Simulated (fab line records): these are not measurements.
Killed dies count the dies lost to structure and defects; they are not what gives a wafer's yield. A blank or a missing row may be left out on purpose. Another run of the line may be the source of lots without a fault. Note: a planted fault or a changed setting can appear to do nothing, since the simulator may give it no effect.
The tool behind it: which one? | flow berkeley-cmos170 | 14 lots with 42 wafers sampled at 4 steps, on a route of 331 steps

== WHAT EACH GAUGE READ, for each wafer ==
UCB170_ACTIVE_CD_MEAS_13 targets a cd of 1200 nm.
lot  | measured    | on        | cd-nm (nm)
L523 | day 4 13:11 | cd-sem-02 | 1197.0 1198.4 1199.6
L524 | day 4 13:16 | cd-sem-01 | 1200.4 1199.9 1200.5
L525 | day 4 22:32 | cd-sem-01 | 1197.1 1196.0 1197.4
L528 | day 5 08:56 | cd-sem-01 | 1200.9 1201.6 1201.6
L529 | day 5 22:07 | cd-sem-01 | 1198.0 1196.3 1196.4
L530 | day 5 21:52 | cd-sem-02 | 1199.6 1199.8 1199.7
L533 | day 6 10:14 | cd-sem-01 | 1201.0 1199.9 1202.0
L532 | day 6 10:31 | cd-sem-02 | 1201.4 1201.2 1199.6
L534 | day 6 21:22 | cd-sem-02 | 1202.2 1203.2 1202.8
L535 | day 6 21:10 | cd-sem-01 | 1200.5 1200.7 1199.8
L537 | day 7 12:01 | cd-sem-01 | 1197.5 1196.9 1197.7
L538 | day 7 11:43 | cd-sem-01 | 1197.6 1198.4 1198.4
L540 | day 8 08:46 | cd-sem-02 | 1202.6 1202.0 1202.0
L545 | day 8 23:02 | cd-sem-02 | 1201.5 1198.4 1201.3

UCB170_CONTACT_CD_MEAS_15 targets a cd of 700 nm.
lot  | measured     | on        | cd-nm (nm)
L523 | day 7 10:38  | cd-sem-01 | 701.4 700.9 701.6
L524 | day 7 10:52  | cd-sem-01 | 700.1 700.8 699.4
L525 | day 7 17:50  | cd-sem-02 | 699.1 698.5 700.2
L528 | day 8 07:02  | cd-sem-01 | 698.9 699.4 698.4
L529 | day 8 18:34  | cd-sem-01 | 700.9 700.8 702.3
L530 | day 8 16:59  | cd-sem-02 | 698.3 698.9 700.0
L533 | day 9 11:13  | cd-sem-02 | 698.5 697.7 698.3
L532 | day 9 11:01  | cd-sem-01 | 698.9 700.1 699.0
L534 | day 9 21:46  | cd-sem-01 | 702.3 701.5 700.4
L535 | day 9 22:02  | cd-sem-01 | 699.7 698.6 699.3
L537 | day 10 16:12 | cd-sem-02 | 701.0 699.5 699.7
L538 | day 10 15:38 | cd-sem-01 | 700.6 699.6 700.0
L540 | day 11 05:54 | cd-sem-01 | 699.2 699.0 697.5
L545 | day 11 15:51 | cd-sem-02 | 700.2 699.9 700.8

UCB170_V1_CD_MEAS_12 targets a cd of 700 nm.
lot  | measured     | on        | cd-nm (nm)
L523 | day 7 19:04  | cd-sem-01 | 700.7 702.3 702.1
L524 | day 7 19:22  | cd-sem-01 | 700.6 699.5 700.6
L525 | day 8 02:17  | cd-sem-01 | 700.8 701.0 702.3
L528 | day 8 20:38  | cd-sem-01 | 702.2 701.4 701.8
L529 | day 9 03:33  | cd-sem-01 | 698.3 699.1 697.9
L530 | day 9 03:40  | cd-sem-02 | 699.4 700.5 700.4
L533 | day 9 23:01  | cd-sem-01 | 700.1 699.5 699.7
L532 | day 9 22:47  | cd-sem-02 | 700.0 699.7 699.4
L534 | day 10 08:37 | cd-sem-01 | 699.8 701.5 700.0
L535 | day 10 08:44 | cd-sem-02 | 698.8 698.7 699.0
L537 | day 11 01:43 | cd-sem-02 | 699.2 698.7 701.4
L538 | day 11 01:38 | cd-sem-01 | 701.2 700.0 700.5
L540 | day 11 16:07 | cd-sem-01 | 701.0 700.9 702.1
L545 | day 12 01:55 | cd-sem-01 | 699.4 700.0 699.2

== WHICH TOOL RAN EACH LOT (tool, then ch and the chambers of the sampled wafers, then the start) ==
lot  | UCB170_NWELL_ETCH_13
L523 | rie-diel-01 ch 1,2,3, day 2 07:49
L524 | rie-diel-02 ch 0,2,3, day 2 15:55
L525 | rie-diel-02 ch 0,1,2, day 2 23:10
L528 | rie-diel-03 ch 0,3, day 3 08:34
L529 | rie-diel-02 ch 0,1, day 3 17:56
L530 | rie-diel-03 ch 0,1,3, day 3 18:03
L533 | rie-diel-01 ch 0,1,2, day 4 11:56
L532 | rie-diel-03 ch 1,3, day 4 12:20
L534 | rie-diel-03 ch 0,1,3, day 4 21:05
L535 | rie-diel-02 ch 0,1,3, day 4 21:17
L537 | rie-diel-01 ch 1,2,3, day 5 10:22
L538 | rie-diel-02 ch 0,2,3, day 5 10:29
L540 | rie-diel-01 ch 2,3, day 6 01:31
L545 | rie-diel-01 ch 1,2,3, day 6 19:28
- UCB170_NWELL_ETCH_13: etches Si3N4 in CH3F/Ar/O2, stops on SiO2, target depth 246.4 nm, time 154 s.

== AS READ BY THE TOOLS THEMSELVES (means over the sampled wafers that have a number; for cases with no such wafer, the mark the record gives instead) ==
UCB170_NWELL_ETCH_13.
lot  | tool        | O2_flow_sccm (sccm) | drypump-motor-current-A (A) | oes-product-au (a.u.) | throttle-valve-pct (%)
L523 | rie-diel-01 | 7.002               | 5.5                         | 0.937                 | 7.99
L524 | rie-diel-02 | 7.000               | 5.5                         | 0.937                 | 7.98
L525 | rie-diel-02 | 6.987               | 5.4                         | 0.945                 | 8.00
L528 | rie-diel-03 | 6.986               | 5.3                         | 0.966                 | 7.98
L529 | rie-diel-02 | 7.010               | 5.1                         | 0.943                 | 7.95
L530 | rie-diel-03 | 6.993               | 5.5                         | 0.950                 | 8.05
L533 | rie-diel-01 | 6.996               | 5.6                         | 0.947                 | 7.93
L532 | rie-diel-03 | 6.989               | 5.7                         | 0.951                 | 8.12
L534 | rie-diel-03 | 7.007               | 5.6                         | 0.955                 | 8.06
L535 | rie-diel-02 | 6.993               | 5.3                         | 0.933                 | 7.96
L537 | rie-diel-01 | 7.010               | 5.5                         | 0.927                 | 8.00
L538 | rie-diel-02 | 6.999               | 5.5                         | 0.925                 | 7.97
L540 | rie-diel-01 | 7.018               | 5.5                         | 0.904                 | 8.07
L545 | rie-diel-01 | 6.985               | 5.5                         | 0.904                 | 7.99

== THE ANSWER, worked out from the rows above alone ==
Rule: usual is defined by the lots themselves. The widest of any qualifying gaps counts: lots, ordered by their means at a reading, are off when they make up no more than a third of the lots, leave a main group of 4 or more, and stand apart from it by 3 or more times the standard deviation of that group's means. The tables above print the reading to a certain number of digits; a main group whose means all agree to those digits is not used. A lot without any number at a reading at which 4 lots or more have one is off too. Any other lot the step has rows for is counted as sound. The gauges are gone through in route order, then the tools' own readings, and for those a lot's mean is taken as printed above. The first step at which some lot is off is used, and at that step the reading that is off furthest; a lot without a number counts as furthest.
No lot is off at any reading shown: from this, nothing can be told.

== WHAT THE SIMULATOR HAD INSERTED ==
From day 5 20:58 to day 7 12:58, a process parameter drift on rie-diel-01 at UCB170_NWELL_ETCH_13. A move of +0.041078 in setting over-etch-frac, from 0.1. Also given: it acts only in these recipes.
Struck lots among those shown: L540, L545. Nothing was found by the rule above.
